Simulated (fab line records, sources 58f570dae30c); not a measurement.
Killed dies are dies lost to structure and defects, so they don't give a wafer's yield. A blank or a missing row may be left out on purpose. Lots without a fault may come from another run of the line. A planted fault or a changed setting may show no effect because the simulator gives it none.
Which tool did it? | flow berkeley_cmos170 | 14 lots, 42 wafers sampled, at 1 step of a route of 331

WHAT THE GAUGES READ, wafer by wafer
UCB170_NWELL_OVL_MEAS_12. Usual: NWELL_OVL 6 nm, standard deviation 4.9.
lot  | measured    | on         | NWELL_OVL (nm) | flag
L733 | day 2 14:08 | overlay-02 | 4 12 8         |
L734 | day 2 14:26 | overlay-01 | 5 4 9          |
L735 | day 3 00:56 | overlay-01 | 0 5 3          |
L737 | day 3 11:59 | overlay-02 | 8 7 9          |
L739 | day 3 17:55 | overlay-01 | 3 6 -2         |
L742 | day 3 22:56 | overlay-02 | 6 1 14         |
L740 | day 3 23:00 | overlay-01 | 1 1 7          |
L747 | day 5 11:51 | overlay-01 | 16 5 5         |
L750 | day 5 14:28 | overlay-01 | 1 4 8          |
L748 | day 5 14:49 | overlay-01 | 0 2 9          |
L753 | day 6 13:05 | overlay-01 | 3 4 5          |
L754 | day 6 21:14 | overlay-02 | 6 5 9          |
L755 | day 7 02:26 | overlay-02 | 11 3 6         |
L756 | day 7 03:11 | overlay-02 | 9 13 11        |

WHICH TOOL RAN EACH LOT (tool, then ch and the chambers of the sampled wafers, then the start)
The record holds no process step before these readings.

WHAT THE TOOLS THEMSELVES READ (means of the sampled wafers that have a number; where no wafer has one, the mark that the record gives instead)
The record holds no such reading with a usual standard deviation.

THE ANSWER, worked out from the rows above alone
Rule: a lot is off if the mean of its wafers that have a number lies more than 3 standard deviations from the usual mean. A lot without any number at a reading at which 4 lots or more have one is off too. The other lots that the step has rows for count as sound. The gauges are gone through in route order, then the tools' own readings, and for those a lot's mean is taken as printed above. The first step at which some lot is off is used, and at that step the reading that is off furthest; a lot without a number counts as furthest.
No lot is off at any reading shown: from this, nothing can be told.

WHAT THE SIMULATOR HAD PUT IN
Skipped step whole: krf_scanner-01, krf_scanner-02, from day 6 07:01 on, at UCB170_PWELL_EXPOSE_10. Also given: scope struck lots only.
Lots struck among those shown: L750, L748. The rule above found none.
